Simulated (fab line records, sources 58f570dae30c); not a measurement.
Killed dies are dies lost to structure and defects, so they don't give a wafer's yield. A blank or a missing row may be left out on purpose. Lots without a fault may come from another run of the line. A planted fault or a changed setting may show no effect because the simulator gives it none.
fab line records | flow berkeley_cmos170 | part 1 of 2: steps 1 to 26 of 36
record lots=5 wafers=15 last_day=13
route steps=331 shown PWELL@40 WELLDRIVE@55 ACTIVE@60
lots that met no fault: from a run of the same line without faults
start_h: hours from the record's first day to the start of the lot's first wafer shown | wait_h: hours since the lot's step before | " the same as in the row above | L1.1+2: a row that stands for several wafers | - no value, or no start given | * or withheld: withheld | < > ~ a bound
route shown NAME@n: a module of which the file shows steps, and the number in the route of the first | usual: mean/standard deviation of fault-free wafers | same: alike in all rows | chamber/n: place in a boat | sites: the reading at each site | _std_site: their standard deviation | _edge_site: outer sites' mean less inner sites' | radius_mm: how far each site lies from the wafer's centre | mask NAME#n: copy n | behind: the tool/chamber that last shaped the wafer | hold: why the lot was held/for how many hours/how that ended | device: the transistor (n, p or np) that didn't switch | end of line: the same wafers' tests at the end of the route | a step without rows: its recipe alone | killed: dies lost to structure and defects at the first sort, not the wafer's yield | map: a wafer's dies, x killed, . not, _ none there
set.NAME: the setting as run; set.NAME@STEP: as run at that earlier step | model.NAME: the simulator's own value behind a step, which no gauge read
lots at some steps of the route; a table a step, a row a wafer
services: from which hour (start_h, from the record's first day; less than 0 if before it) a tool's chamber was out of use, for how many hours, and why
## steps
# step UCB170_PWELL_THK_MEAS_06
# recipe reads=Si3N4_of_PWELL_CVD_05
# usual PWELL_NITRIDE_THK=220.4/1.9
# columns lot.wafer tool chamber start_h wait_h PWELL_NITRIDE_THK[nm]
L079.2 film_metro-01 - 88.81 0.0 220.0
L079.3 " - " " 220.2
L079.6 " - " " 220.0
L086.3 film_metro-01 - 116.02 0.0 222.7
L086.4 " - " " 221.5
L086.6 " - " " 221.6
L090.1 film_metro-01 - 140.02 0.0 217.2
L090.2 " - " " 217.7
L090.3 " - " " 217.3
L093.2 film_metro-02 - 159.70 0.0 220.4
L093.3 " - " " 221.0
L093.6 " - " " 219.3
L097.1 film_metro-04 - 174.71 0.1 221.0
L097.4 " - " " 219.8
L097.5 " - " " 220.6
# step UCB170_PWELL_HMDS_07
# recipe prime_time_s=60 prime_temp_c=100
# usual chill_plate_temp_C=23.01/0.1
# columns lot.wafer tool chamber start_h wait_h chill_plate_temp_C
L079.2 litho_track-01 0 89.70 0.9 22.90
L079.3 " 0 " " 22.90
L079.6 " 0 " " 22.99
L086.3 litho_track-03 0 116.35 0.3 22.96
L086.4 " 0 " " 23.11
L086.6 " 0 " " 22.98
L090.1 litho_track-01 0 141.07 1.0 22.86
L090.2 " 0 " " 22.87
L090.3 " 0 " " 22.86
L093.2 litho_track-01 0 159.80 0.1 22.88
L093.3 " 0 " " 23.09
L093.6 " 0 " " 22.97
L097.1 litho_track-03 0 174.77 0.1 22.94
L097.4 " 0 " " 22.72
L097.5 " 0 " " 22.88
# step UCB170_PWELL_COAT_08
# recipe resist=KrF spin_rpm=1500 resist_thk_nm=900
# usual chill_plate_temp_C=23.00/0.11
# columns lot.wafer tool chamber start_h wait_h chill_plate_temp_C
L079.2 litho_track-01 0 89.85 0.1 22.97
L079.3 " 0 " " 23.04
L079.6 " 0 " " 22.92
L086.3 litho_track-03 0 116.50 0.1 22.89
L086.4 " 0 " " 22.91
L086.6 " 0 " " 23.00
L090.1 litho_track-01 0 141.22 0.1 22.93
L090.2 " 0 " " 22.90
L090.3 " 0 " " 22.96
L093.2 litho_track-01 0 159.95 0.1 22.95
L093.3 " 0 " " 22.95
L093.6 " 0 " " 22.84
L097.1 litho_track-03 0 174.92 0.1 22.96
L097.4 " 0 " " 22.97
L097.5 " 0 " " 23.00
# step UCB170_PWELL_SOFTBAKE_09
# recipe resist=KrF temp_c=130 time_s=60
# usual chill_plate_temp_C=23.00/0.11
# columns lot.wafer tool chamber start_h wait_h chill_plate_temp_C
L079.2 litho_track-01 0 90.00 0.1 22.94
L079.3 " 0 " " 22.99
L079.6 " 0 " " 22.82
L086.3 litho_track-03 0 116.65 0.1 23.03
L086.4 " 0 " " 23.08
L086.6 " 0 " " 23.08
L090.1 litho_track-01 0 141.37 0.1 22.92
L090.2 " 0 " " 23.06
L090.3 " 0 " " 23.00
L093.2 litho_track-01 0 160.10 0.1 23.14
L093.3 " 0 " " 23.09
L093.6 " 0 " " 22.97
L097.1 litho_track-03 0 175.07 0.1 23.18
L097.4 " 0 " " 23.24
L097.5 " 0 " " 23.10
# step UCB170_PWELL_EXPOSE_10
# recipe mask_id=PWELL target_cd_nm=3000 na=0.5 sigma_outer=0.6 source_shape=conventional dose_mj=19
# columns lot.wafer tool chamber start_h wait_h mask
L079.2+3+6 krf_scanner-02 0 - - PWELL#0
L086.3+4+6 krf_scanner-01 0 116.79 0.1 PWELL#0
L090.1+2+3 krf_scanner-01 0 141.80 0.4 PWELL#0
L093.2+3+6 krf_scanner-02 0 160.58 0.5 PWELL#0
L097.1+4+5 krf_scanner-01 0 175.22 0.1 PWELL#0
# step UCB170_PWELL_PEB_11
# recipe peb_temp_c=130 peb_time_s=withheld resist=KrF
# usual chill_plate_temp_C=23.01/0.096
# columns lot.wafer tool chamber start_h wait_h chill_plate_temp_C
L079.2 litho_track-02 0 - - 23.21
L079.3 " 0 " " 23.12
L079.6 " 0 " " 23.24
L086.3 litho_track-01 0 117.23 0.4 23.05
L086.4 " 0 " " 22.99
L086.6 " 0 " " 23.01
L090.1 litho_track-03 0 142.59 0.8 23.07
L090.2 " 0 " " 22.92
L090.3 " 0 " " 23.00
L093.2 litho_track-02 0 160.73 0.1 22.94
L093.3 " 0 " " 22.90
L093.6 " 0 " " 22.96
L097.1 litho_track-01 0 175.34 0.1 23.05
L097.4 " 0 " " 23.03
L097.5 " 0 " " 23.16
# step UCB170_PWELL_DEVELOP_12
# recipe developer=TMAH develop_time_s=43.1 resist=KrF dev_temp_c=21
# usual chill_plate_temp_C=22.98/0.1
# columns lot.wafer tool chamber start_h wait_h chill_plate_temp_C
L079.2 litho_track-02 0 - - 22.88
L079.3 " 0 " " 23.04
L079.6 " 0 " " 22.95
L086.3 litho_track-01 0 - - 23.12
L086.4 " 0 " " 23.10
L086.6 " 0 " " 23.09
L090.1 litho_track-03 0 - - 22.98
L090.2 " 0 " " 22.84
L090.3 " 0 " " 22.97
L093.2 litho_track-02 0 - - 23.19
L093.3 " 0 " " 23.12
L093.6 " 0 " " 23.04
L097.1 litho_track-01 0 - - 22.98
L097.4 " 0 " " 22.91
L097.5 " 0 " " 23.00
# step UCB170_PWELL_OVL_MEAS_13
# usual PWELL_OVL=0/4.7
# columns lot.wafer tool chamber start_h wait_h PWELL_OVL[nm]
L079.2 overlay-01 - 91.65 - 2
L079.3 " - " " 11
L079.6 " - " " 3
L086.3 overlay-01 - 117.47 - -3
L086.4 " - " " -12
L086.6 " - " " -2
L090.1 overlay-02 - 142.87 - -1
L090.2 " - " " 5
L090.3 " - " " -9
L093.2 overlay-01 - 160.99 - 5
L093.3 " - " " 1
L093.6 " - " " -1
L097.1 overlay-02 - 175.62 - -1
L097.4 " - " " -6
L097.5 " - " " 2
# step UCB170_PWELL_ETCH_14
# recipe chemistry=CH3F/Ar/O2 target=Si3N4 stop_on=SiO2 CH3F_flow_sccm=20 Ar_flow_sccm=50 O2_flow_sccm=7 pressure_mtorr=50 rf_w=450 target_depth_a=2420 over_etch_frac=0.1 time_s=151
# usual CH3F_flow_sccm=20.00/0.061 drypump_motor_current_A=5.75/0.24 oes_product_au=0.937/0.016 throttle_valve_pct=8.01/0.13
# columns lot.wafer tool chamber start_h wait_h CH3F_flow_sccm drypump_motor_current_A oes_product_au rf_hours_counter_h throttle_valve_pct
L079.2 rie_diel-01 1 91.68 0.0 19.91 6.01 0.937 103 7.84
L079.3 " 2 " " 19.98 6.00 0.948 73 8.02
L079.6 " 2 " " 19.93 5.99 0.939 - 8.01
L086.3 rie_diel-04 1 117.49 0.0 20.03 5.57 0.959 147 8.27
L086.4 " 2 " " 20.03 5.77 0.956 87 8.02
L086.6 " 2 " " 19.99 5.77 0.945 - 8.03
L090.1 rie_diel-03 1 142.91 0.0 20.08 5.69 0.950 127 8.20
L090.2 " 3 " " 19.92 5.76 0.900 99 7.90
L090.3 " 0 " " 19.96 5.68 0.916 64 8.20
L093.2 rie_diel-03 3 161.02 0.0 19.95 5.77 0.905 100 7.91
L093.3 " 1 " " 19.88 5.70 0.955 127 8.20
L093.6 " 3 " " 20.02 5.77 0.909 - 7.88
L097.1 rie_diel-01 3 175.65 0.0 20.08 5.58 0.935 132 8.15
L097.4 " 2 " " 20.03 6.02 0.942 78 8.00
L097.5 " 3 " " 19.92 5.56 0.927 - 8.13
# step UCB170_PWELL_IMPLANT_15
# recipe species=B dose_cm2=5e+12 energy_kev=60 tilt_deg=7
# same implant_ion_amu=11
# columns lot.wafer tool chamber start_h wait_h
L079.2+3+6 implanter-01 0 91.81 0.1
L086.3+4+6 implanter-04 0 117.64 0.1
L090.1+2+3 implanter-04 0 143.01 0.1
L093.2+3+6 implanter-04 0 161.14 0.1
L097.1+4+5 implanter-04 0 175.75 0.1
# step UCB170_PWELL_STRIP_16
# recipe chemistry=O2 power_w=400 pressure_mtorr=3500 platen_temp_c=withheld o2_flow_sccm=400 overash_fraction=0.5
# usual drypump_motor_current_A=5.81/0.16 o2_flow_sccm=400.0/1.2 oes_product_au=0.721/0.0045 strip_time_to_endpoint_s=18.12/0.15
# columns lot.wafer tool chamber start_h wait_h drypump_motor_current_A o2_flow_sccm oes_product_au rf_hours_counter_h strip_time_to_endpoint_s
L079.2 plasma_asher-01 1 91.93 0.1 5.83 398.6 0.718 36 17.99
L079.3 " 0 " " 5.57 398.0 0.720 - 18.13
L079.6 " 1 " " 5.86 400.4 0.716 - 18.17
L086.3 plasma_asher-03 1 117.77 0.1 5.69 398.8 0.721 - 17.84
L086.4 " 0 " " 6.09 401.1 0.721 - 17.88
L086.6 " 1 " " 5.67 397.8 0.728 - 17.91
L090.1 plasma_asher-02 0 143.16 0.1 5.78 398.9 0.719 3 17.98
L090.2 " 1 " " 5.88 400.8 0.723 3 18.25
L090.3 " 1 " " 5.87 398.6 0.726 - 18.19
L093.2 plasma_asher-03 0 161.27 0.1 6.09 400.5 0.721 40 18.31
L093.3 " 0 " " 6.09 401.6 0.723 - 17.96
L093.6 " 1 " " 5.69 399.1 0.723 - 18.28
L097.1 plasma_asher-03 0 175.90 0.1 6.10 400.7 0.718 42 18.22
L097.4 " 0 " " 6.08 398.9 0.718 - 18.20
L097.5 " 0 " " 6.07 400.2 0.714 - 18.24
# step UCB170_PWELL_TW_MEAS_17
# usual PWELL_TW=378.9/1.9
# columns lot.wafer tool chamber start_h wait_h PWELL_TW
L079.2 film_metro-01 - 92.04 0.1 378.7
L079.3 " - " " 377.6
L079.6 " - " " 377.2
L086.3 film_metro-02 - 117.86 0.1 381.3
L086.4 " - " " 381.3
L086.6 " - " " 379.8
L090.1 film_metro-01 - 143.26 0.1 378.2
L090.2 " - " " 377.3
L090.3 " - " " 377.9
L093.2 film_metro-01 - 161.38 0.1 376.3
L093.3 " - " " 377.2
L093.6 " - " " 379.7
L097.1 film_metro-04 - 176.00 0.1 379.1
L097.4 " - " " 378.6
L097.5 " - " " 379.0
# step UCB170_PWELL_CLEAN_18
# recipe chemistry=SPM temp_c=120 time_s=600
# usual bath_heat_duty_pct=13.7/1.7
# columns lot.wafer tool chamber start_h wait_h bath_heat_duty_pct
L079.2 wet_bench-01 3 92.09 0.0 11.2
L079.3 " 3 " " 11.3
L079.6 " 3 " " 11.9
L086.3 wet_bench-04 2 117.90 0.0 13.3
L086.4 " 2 " " 14.2
L086.6 " 2 " " 13.9
L090.1 wet_bench-04 2 144.53 1.3 13.0
L090.2 " 2 " " 13.5
L090.3 " 2 " " 13.3
L093.2 wet_bench-01 2 161.43 0.0 11.9
L093.3 " 2 " " 13.0
L093.6 " 2 " " 12.5
L097.1 wet_bench-01 3 176.06 0.1 11.8
L097.4 " 3 " " 11.1
L097.5 " 3 " " 11.5
# step UCB170_PWELL_WET_ETCH_19
# recipe chemistry=H3PO4 target=Si3N4 temp_c=160 time_s=14400
# usual bath_heat_duty_pct=27.5/2.4
# columns lot.wafer tool chamber start_h wait_h bath_heat_duty_pct
L079.2 wet_bench-01 3 92.27 0.0 22.2
L079.3 " 3 " " 22.1
L079.6 " 3 " " 23.6
L086.3 wet_bench-04 3 118.25 0.2 27.1
L086.4 " 3 " " 29.4
L086.6 " 3 " " 29.4
L090.1 wet_bench-04 3 144.88 0.2 27.3
L090.2 " 3 " " 27.8
L090.3 " 3 " " 27.0
L093.2 wet_bench-03 1 161.60 0.0 27.7
L093.3 " 1 " " 26.4
L093.6 " 1 " " 29.0
L097.1 wet_bench-01 2 176.24 0.0 26.6
L097.4 " 2 " " 26.0
L097.5 " 2 " " 27.0
# step UCB170_PWELL_WET_ETCH_20
# recipe chemistry=BOE dilution=5:1 target=SiO2 temp_c=25 time_s=22
# usual bath_heat_duty_pct=6.3/0.72
# columns lot.wafer tool chamber start_h wait_h bath_heat_duty_pct
L079.2 wet_bench-01 1 96.67 0.4 6.4
L079.3 " 1 " " 5.9
L079.6 " 1 " " 7.3
L086.3 wet_bench-01 2 122.38 0.1 5.7
L086.4 " 2 " " 6.3
L086.6 " 2 " " 6.1
L090.1 wet_bench-04 0 149.66 0.8 5.5
L090.2 " 0 " " 5.9
L090.3 " 0 " " 5.6
L093.2 wet_bench-04 2 165.78 0.2 7.1
L093.3 " 2 " " 6.1
L093.6 " 2 " " 6.4
L097.1 wet_bench-03 2 180.25 0.0 7.8
L097.4 " 2 " " 6.5
L097.5 " 2 " " 7.3
# step UCB170_WELLDRIVE_CLEAN_00
# recipe chemistry=SPM temp_c=120 time_s=600
# usual bath_heat_duty_pct=13.7/1.3
# columns lot.wafer tool chamber start_h wait_h bath_heat_duty_pct
L079.2 wet_bench-01 0 97.08 0.4 13.6
L079.3 " 0 " " 13.8
L079.6 " 0 " " 15.4
L086.3 wet_bench-04 0 122.50 0.1 12.9
L086.4 " 0 " " 13.2
L086.6 " 0 " " 12.9
L090.1 wet_bench-04 1 149.67 0.0 12.6
L090.2 " 1 " " 15.8
L090.3 " 1 " " 14.3
L093.2 wet_bench-04 1 165.79 0.0 13.3
L093.3 " 1 " " 15.1
L093.6 " 1 " " 15.5
L097.1 wet_bench-03 1 180.26 0.0 14.8
L097.4 " 1 " " 15.1
L097.5 " 1 " " 15.0
# step UCB170_WELLDRIVE_OXIDATION_01
# recipe temp_c=1100 ambient=O2 target_thk_a=1990 ox_time_s=9000
# usual zone_power_source_pct=49/3.4
# columns lot.wafer tool chamber start_h wait_h zone_power_source_pct
L079.2 furnace-02 0 100.75 3.5 52
L079.3 " 0 " " 51
L079.6 " 0 " " 51
L086.3 furnace-01 0 126.79 4.1 43
L086.4 " 0 " " 43
L086.6 " 0 " " 44
L090.1 furnace-02 0 152.35 2.5 51
L090.2 " 0 " " 51
L090.3 " 0 " " 52
L093.2 furnace-01 0 169.27 3.3 43
L093.3 " 0 " " 44
L093.6 " 0 " " 43
L097.1 furnace-04 0 185.51 5.1 50
L097.4 " 0 " " 50
L097.5 " 0 " " 51
# step UCB170_WELLDRIVE_THK_MEAS_02
# recipe reads=SiO2_of_WELLDRIVE_OXIDATION_01
# usual WELLDRIVE_OXIDE_THK=198/3.7
# columns lot.wafer tool chamber start_h wait_h WELLDRIVE_OXIDE_THK[nm]
L079.2 film_metro-03 - 104.26 0.0 196
L079.3 " - " " 198
L079.6 " - " " 195
L086.3 film_metro-01 - 130.31 0.0 207
L086.4 " - " " 204
L086.6 " - " " 204
L090.1 film_metro-02 - 155.85 0.0 190
L090.2 " - " " 191
L090.3 " - " " 191
L093.2 film_metro-02 - 172.83 0.1 206
L093.3 " - " " 201
L093.6 " - " " 203
L097.1 film_metro-01 - 189.01 0.0 201
L097.4 " - " " 200
L097.5 " - " " 197
# step UCB170_WELLDRIVE_ANNEAL_03
# recipe temp_c=1100 time_s=900 ambient=N2
# usual zone_power_source_pct=50.0/2.7
# columns lot.wafer tool chamber start_h wait_h zone_power_source_pct
L079.2 furnace-04 0 109.72 5.5 50.7
L079.3 " 0 " " 49.8
L079.6 " 0 " " 50.6
L086.3 furnace-02 0 135.49 5.2 51.8
L086.4 " 0 " " 51.3
L086.6 " 0 " " 51.8
L090.1 furnace-02 0 162.08 6.2 51.7
L090.2 " 0 " " 51.7
L090.3 " 0 " " 52.5
L093.2 furnace-04 0 176.39 3.5 50.5
L093.3 " 0 " " 51.0
L093.6 " 0 " " 49.9
L097.1 furnace-02 0 191.63 2.6 50.8
L097.4 " 0 " " 51.3
L097.5 " 0 " " 51.8
# step UCB170_WELLDRIVE_WET_ETCH_04
# recipe chemistry=BOE dilution=5:1 target=SiO2 temp_c=25 time_s=120
# usual bath_heat_duty_pct=6.6/0.86
# columns lot.wafer tool chamber start_h wait_h bath_heat_duty_pct
L079.2 wet_bench-01 1 110.97 0.0 5.2
L079.3 " 1 " " 6.0
L079.6 " 1 " " 6.7
L086.3 wet_bench-03 0 136.74 0.0 7.5
L086.4 " 0 " " 7.0
L086.6 " 0 " " 6.9
L090.1 wet_bench-01 3 163.33 0.0 5.9
L090.2 " 3 " " 5.2
L090.3 " 3 " " 5.5
L093.2 wet_bench-03 0 178.23 0.6 6.8
L093.3 " 0 " " 8.0
L093.6 " 0 " " 7.8
L097.1 wet_bench-01 1 192.88 0.0 5.6
L097.4 " 1 " " 5.6
L097.5 " 1 " " 5.3
# step UCB170_ACTIVE_CLEAN_00
# recipe chemistry=SPM temp_c=120 time_s=600
# usual bath_heat_duty_pct=13.8/1.7
# columns lot.wafer tool chamber start_h wait_h bath_heat_duty_pct
L079.2 wet_bench-01 2 111.01 0.0 12.3
L079.3 " 2 " " 13.4
L079.6 " 2 " " 13.3
L086.3 wet_bench-01 1 136.78 0.0 13.2
L086.4 " 1 " " 13.5
L086.6 " 1 " " 12.7
L090.1 wet_bench-01 2 163.37 0.0 12.4
L090.2 " 2 " " 12.8
L090.3 " 2 " " 13.3
L093.2 wet_bench-03 2 178.29 0.0 16.9
L093.3 " 2 " " 15.7
L093.6 " 2 " " 16.8
L097.1 wet_bench-01 0 192.92 0.0 12.4
L097.4 " 0 " " 14.4
L097.5 " 0 " " 13.4
# step UCB170_ACTIVE_CLEAN_01
# recipe chemistry=dHF dilution=25:1 time_s=60
# columns lot.wafer tool chamber start_h wait_h
L079.2+3+6 wet_bench-04 1 111.19 0.0
L086.3+4+6 wet_bench-04 0 136.95 0.0
L090.1+2+3 wet_bench-01 1 163.54 0.0
L093.2+3+6 wet_bench-03 3 178.64 0.2
L097.1+4+5 wet_bench-01 3 193.11 0.0
# step UCB170_ACTIVE_OXIDATION_02
# recipe temp_c=1000 ambient=O2 target_thk_a=264 ox_time_s=1260
# usual zone_power_source_pct=38/3
# columns lot.wafer tool chamber start_h wait_h zone_power_source_pct
L079.2 furnace-02 0 116.50 5.3 41
L079.3 " 0 " " 40
L079.6 " 0 " " 41
L086.3 furnace-04 0 142.77 5.8 40
L086.4 " 0 " " 40
L086.6 " 0 " " 39
L090.1 furnace-04 0 167.76 4.2 39
L090.2 " 0 " " 40
L090.3 " 0 " " 39
L093.2 furnace-01 0 183.29 4.6 34
L093.3 " 0 " " 34
L093.6 " 0 " " 34
L097.1 furnace-04 0 196.69 3.6 40
L097.4 " 0 " " 40
L097.5 " 0 " " 40
# step UCB170_ACTIVE_THK_MEAS_03
# recipe reads=SiO2_of_ACTIVE_OXIDATION_02
# usual ACTIVE_OXIDE_THK=26.4/0.43
# columns lot.wafer tool chamber start_h wait_h ACTIVE_OXIDE_THK[nm]
L079.2 film_metro-04 - 117.86 0.0 25.7
L079.3 " - " " 26.4
L079.6 " - " " 26.3
L086.3 film_metro-04 - 144.14 0.0 26.6
L086.4 " - " " 26.6
L086.6 " - " " 26.0
L090.1 film_metro-02 - 169.11 0.0 26.0
L090.2 " - " " 26.2
L090.3 " - " " 26.7
L093.2 film_metro-02 - 184.65 0.0 26.9
L093.3 " - " " 26.7
L093.6 " - " " 26.4
L097.1 film_metro-03 - 198.04 0.0 26.3
L097.4 " - " " 26.2
L097.5 " - " " 26.5
# step UCB170_ACTIVE_ANNEAL_04
# recipe temp_c=1000 time_s=900 ambient=N2
# usual zone_power_source_pct=38/3
# columns lot.wafer tool chamber start_h wait_h zone_power_source_pct
L079.2 furnace-01 0 124.04 6.2 34
L079.3 " 0 " " 34
L079.6 " 0 " " 34
L086.3 furnace-02 0 146.85 2.7 42
L086.4 " 0 " " 40
L086.6 " 0 " " 41
L090.1 furnace-04 0 172.12 3.0 40
L090.2 " 0 " " 39
L090.3 " 0 " " 39
L093.2 furnace-01 0 188.73 4.1 34
L093.3 " 0 " " 34
L093.6 " 0 " " 34
L097.1 furnace-04 0 202.46 4.4 40
L097.4 " 0 " " 40
L097.5 " 0 " " 39
# step UCB170_ACTIVE_CVD_05
# recipe material=Si3N4 target_thk_nm=220 temp_c=800 precursor=SiH2Cl2/NH3 time_s=3300 pressure_mtorr=200 sih2cl2_flow_sccm=25 nh3_flow_sccm=75
# usual zone_power_source_pct=19.2/1.5
# columns lot.wafer tool chamber start_h wait_h zone_power_source_pct
L079.2 lpcvd-02 1 125.29 0.0 20.3
L079.3 " 1 " " 19.9
L079.6 " 1 " " 20.2
L086.3 lpcvd-02 1 148.25 0.2 19.8
L086.4 " 1 " " 20.4
L086.6 " 1 " " 20.2
L090.1 lpcvd-02 1 173.37 0.0 19.9
L090.2 " 1 " " 20.0
L090.3 " 1 " " 20.3
L093.2 lpcvd-01 1 189.98 0.0 16.8
L093.3 " 1 " " 16.7
L093.6 " 1 " " 16.6
L097.1 lpcvd-01 0 203.83 0.1 19.5
L097.4 " 0 " " 19.5
L097.5 " 0 " " 19.3
